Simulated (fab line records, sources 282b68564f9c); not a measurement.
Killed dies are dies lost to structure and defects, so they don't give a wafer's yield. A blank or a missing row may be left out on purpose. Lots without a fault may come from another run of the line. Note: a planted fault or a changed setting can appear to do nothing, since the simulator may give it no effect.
Which of the tools did it? -- flow rit-cmos -- 7 lots with 21 wafers sampled at 2 steps, on a route of 202 steps

WHAT THE GAUGES READ, wafer by wafer
RIT_CONTACT_CD_MEAS_90: target cd 1000 nm.
lot,measured,on,cd-nm (nm)
L582,day 3 11:19,cd-sem-01,1000.6 1002.3 999.7
L584,day 4 00:41,cd-sem-01,1001.4 1000.2 1001.5
L588,day 4 21:01,cd-sem-01,999.8 1003.1 999.8
L590,day 5 03:14,cd-sem-01,996.0 998.0 997.9
L592,day 5 18:07,cd-sem-01,1002.2 997.3 998.8
L595,day 6 04:14,cd-sem-02,- - -
L604,day 8 09:22,cd-sem-02,998.4 999.0 996.1

WHAT TOOL EACH LOT RAN ON (gives the tool, then ch and the chambers of the sampled wafers, and finally the start)
lot,RIT_CONTACT_ETCH_11
L582,"rie-diel-04 ch 0,1,2, day 3 10:53"
L584,"rie-diel-01 ch 0,1, day 4 00:17"
L588,"rie-diel-01 ch 0,1,3, day 4 20:40"
L590,"rie-diel-01 ch 0,1,2, day 5 02:50"
L592,"rie-diel-01 ch 1,3, day 5 17:44"
L595,"rie-diel-01 ch 0,2,3, day 6 03:52"
L604,"rie-diel-04 ch 1,2,3, day 8 09:00"
- RIT_CONTACT_ETCH_11: etches SiO2 in CHF3/CF4/Ar, stops on TiSi2, target depth 480 nm, time 320 s.

THE ANSWER, worked out from the rows above alone
Rule: what is usual is taken from the lots themselves. Put in order of their means at a reading, lots are off if they are a third of the lots or fewer, leave a main group of 4 or more, and stand apart from it by a gap of 3 or more times the standard deviation of the main group's means; of several such gaps the widest counts. The tables above print the reading to a certain number of digits; a main group whose means all agree to those digits is not used. A lot without any number at a reading at which 4 lots or more have one is off too. The other lots that the step has rows for count as sound.
Off: L595 (RIT_CONTACT_CD_MEAS_90, cd-nm). Without a number there: L595. The main group: mean 999.6 nm, standard deviation 1.5.
A tool fits if, at a process step before that reading, it ran every lot that is off, and no sound lot after the first of them. Gauges at RIT_CONTACT_CD_MEAS_90: tried the same way as those tools. One candidate fits, namely rie-diel-01 at RIT_CONTACT_ETCH_11. Its last sound lot is L592 (day 5 17:44), its first lot that is off L595 (day 6 03:52): a fault that began between those two fits.

WHAT THE SIMULATOR PUT IN
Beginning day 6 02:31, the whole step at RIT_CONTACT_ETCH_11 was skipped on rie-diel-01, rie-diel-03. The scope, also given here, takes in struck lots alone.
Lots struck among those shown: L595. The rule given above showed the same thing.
